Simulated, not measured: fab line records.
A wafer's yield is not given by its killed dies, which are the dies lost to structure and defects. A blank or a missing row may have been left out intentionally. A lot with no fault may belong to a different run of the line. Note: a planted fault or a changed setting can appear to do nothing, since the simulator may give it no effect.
Lot-split experiment | flow rit-cmos | 5 lots, 23 wafers read, on a route of 202 steps

## THE SPLIT ITSELF
At RIT_PLDD_SOFTBAKE_02 (time 60 s), the setting temp-c was moved away from the recipe's 90 C on 4 of the 23 wafers read, by -3.6% to +3.0%. The other wafers ran this setting at the recipe's value.

## FROM THE SPLIT TO THE READING: what the file shows between them, 2 steps
- RIT_PLDD_EXPOSE_03: exposes mask M8, target cd 40900 nm
- RIT_PLDD_PEB_04

## THE READING
NOVOLAK_of_PLDD_COAT_01.thk-nm (the simulator's own value, which no gauge read), in nm, at RIT_PLDD_DEVELOP_05 (develop time 50 s). No usual value for it is given in the file. Average 1001.2 nm, standard deviation 2.4 nm, over the 19 wafers here run with the recipe.

wafer  | tool, chamber at the split | temp-c as run, C | against the recipe | NOVOLAK_of_PLDD_COAT_01.thk-nm, nm | against lot-mates on the recipe
L077.1 | litho-track-01, 0          | 90               | recipe             | 1001                               | -
L077.2 | litho-track-01, 0          | 90               | recipe             | 1004                               | -
L077.6 | litho-track-01, 0          | 90               | recipe             | 1004                               | -
L077.3 | litho-track-01, 0          | 90               | recipe             | 998.9                              | -
L077.4 | litho-track-01, 0          | 90               | recipe             | 1002                               | -
L078.1 | litho-track-01, 0          | 90               | recipe             | 1004                               | -
L078.3 | litho-track-01, 0          | 90               | recipe             | 1005                               | -
L078.5 | litho-track-01, 0          | 90               | recipe             | 1002                               | -
L079.2 | litho-track-02, 0          | 86.78            | -3.6%              | 1010                               | +8.7
L079.3 | litho-track-02, 0          | 86.78            | -3.6%              | 1010                               | +8.7
L079.4 | litho-track-02, 0          | 90               | recipe             | 1002                               | -
L079.5 | litho-track-02, 0          | 90               | recipe             | 1002                               | -
L079.6 | litho-track-02, 0          | 90               | recipe             | 1000                               | -
L081.1 | litho-track-02, 0          | 90               | recipe             | 1002                               | -
L081.2 | litho-track-02, 0          | 90               | recipe             | 1002                               | -
L081.4 | litho-track-02, 0          | 90               | recipe             | 1002                               | -
L081.5 | litho-track-02, 0          | 90               | recipe             | 1001                               | -
L081.6 | litho-track-02, 0          | 90               | recipe             | 1000                               | -
L084.1 | litho-track-01, 0          | 92.67            | +3.0%              | 988.4                              | -8.6
L084.2 | litho-track-01, 0          | 92.67            | +3.0%              | 989.4                              | -7.6
L084.3 | litho-track-01, 0          | 90               | recipe             | 998.3                              | -
L084.4 | litho-track-01, 0          | 90               | recipe             | 995.7                              | -
L084.5 | litho-track-01, 0          | 90               | recipe             | 997                                | -

FIT RESULTS
A straight line over all 23 wafers: NOVOLAK_of_PLDD_COAT_01.thk-nm changes by -3.16 nm for each +1% of temp-c; r = -0.87; the points scatter about the line by 2.5 nm.
The same after taking each lot's own level away (the mean of its wafers on the recipe; 23 wafers): -2.55 nm for each +1%; r = -0.94; scatter 1.3 nm.
The reading moves by 9.1 nm for the largest change in temp-c, on that fit.
The span of the lots' own levels, 997.00 to 1003.67 nm, comes to 2.8 times the standard deviation stated above.
Thus the slope moves with the lot-to-lot level: the two fits are different.
Check: +9.22 nm against its lot-mates is what the line predicts for one of the wafers moved furthest among these (-3.6%) when that wafer is left out of the fit. It came out at +8.67 nm against them.

## OTHER SPLITS APPLIED TO THESE WAFERS
These wafers also went through other splits before the reading. Each is held against what the fit with the lots' levels taken away leaves over:
other split on the same wafers | wafers away from the commonest value | r with NOVOLAK_of_PLDD_COAT_01.thk-nm (lot level and that fit taken away)
RIT_NLDD_COAT_01 resist-thk-nm | 11                                   | +0.03

## FILE'S OWN FIT
NOVOLAK_of_PLDD_COAT_01.thk-nm changes by -2.48 nm for each +1% of temp-c, r = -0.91.
